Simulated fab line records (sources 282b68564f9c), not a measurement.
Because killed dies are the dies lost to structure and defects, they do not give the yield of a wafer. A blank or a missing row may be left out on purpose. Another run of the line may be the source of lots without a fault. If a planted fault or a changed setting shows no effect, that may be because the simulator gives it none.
Problem report in the 8D (eight disciplines) form, filled by code ; flow ritCmos ; the parts of the form that need people (team, actions taken, sign-off) are left out

== 1. WHAT WENT WRONG ==
Across 6 wafers from 2 lots, PWELL_TW at RIT_PWELL_TW_MEAS_10 averages 2020, while fault-free wafers read 959 with a standard deviation of 7.9. That is +99 or more standard deviations from the usual mean.
Seen first at day 5 02:39 on filmMetro-04, wafer L199.1. At this step, 42 wafers from 14 lots have a number in the record. Rule for "out", or "out of limits": more than 4 standard deviations from the usual mean. The other wafers with a number count as sound.

== 2. WHAT IT IS, AND WHAT IT ISN'T ==
question;is;is not
which readings at this step;PWELL_TW;-
which lots;L199, L201;L185, L186, L187, L188, L189, L190, L191, L192, L200, L203, L207, L208
which wafers of those lots;all that have a number;-
read on which gauges;filmMetro-01, filmMetro-04;filmMetro-03
when;from day 5 02:39;"up to then (24 sound wafers); but 12 sound wafers of L200, L203, L207, L208 came after"

== 3. SUSPECTS, AND WHAT RULES EACH OUT ==
Counting: a tool at any process step up to the reading remains a suspect when it ran all the lots that are out and ran no sound lot after the first of those.
- the gauge at RIT_PWELL_TW_MEAS_10 has been ruled out. The wafers that are out were read on 2 gauges (filmMetro-01, filmMetro-04).
- implanter-03 at RIT_PWELL_IMPLANT_08: kept. Every lot that is out went through it, starting with L199 (day 5 02:19), and after that it ran no sound lot; the last sound lot it ran before then is L192 (day 3 17:07). On those wafers its own readings are out: beamOnS, doseIonsCm2, faradayCurrentUA.
Remaining after the count: implanter-03 at RIT_PWELL_IMPLANT_08.

== 4. THE CAUSE (what the simulator had put in) ==
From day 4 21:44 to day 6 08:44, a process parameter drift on implanter-03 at RIT_PWELL_IMPLANT_08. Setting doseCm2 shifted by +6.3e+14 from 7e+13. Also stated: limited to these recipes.
Only this tool survived the counting.

== 5. THE CHAIN OF EFFECTS, in route order ==
Rows list readings where the struck wafers' mean (over those with a number) sits beyond 3 standard deviations from the usual. Only readings whose record carries a usual standard deviation are examined. hours: median over the lots of the time between each lot's start at the first step of this table that gives one and its start at this step. sigmas: the change, counted in usual standard deviations.
hours;step;reading;usual;on struck wafers;change;sigmas
0;RIT_PWELL_IMPLANT_08;beamOnS;10.00 s;15.37;+5.37;+27
0;RIT_PWELL_IMPLANT_08;doseIonsCm2;6.998e+13;6.999e+14;+6.300e+14;+99 or more
0;RIT_PWELL_IMPLANT_08;endStationPressureTorr;5.14e-06 Torr;6.07e-06;+9.25e-07;+3.3
0;RIT_PWELL_IMPLANT_08;faradayCurrentUA;222;1444;+1222;+99 or more
0;RIT_PWELL_TW_MEAS_10;PWELL_TW;959;2020;+1061;+99 or more
6;RIT_WELLDRIVE_RS_MEAS_02;PWELL_RS;428.9 ohm/sq;98.2;-330.7;-99 or more
Process steps it contains:
- RIT_PWELL_IMPLANT_08

== 6. HOW IT WOULD HAVE BEEN CAUGHT EARLIER ==
The first out-of-limits reading at a measuring or inspecting step in this record came at day 5 02:39, 5 hours after the fault's start at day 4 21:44.
The tool's own readings at RIT_PWELL_IMPLANT_08 were out on every struck wafer that the step has a row for (beamOnS, doseIonsCm2, faradayCurrentUA): an alarm limit on them would have fired on the first of those.
Lots out: 2; of these, L201 started RIT_PWELL_IMPLANT_08 on implanter-03 after day 5 02:39. Holding the tool at that time would have saved it.
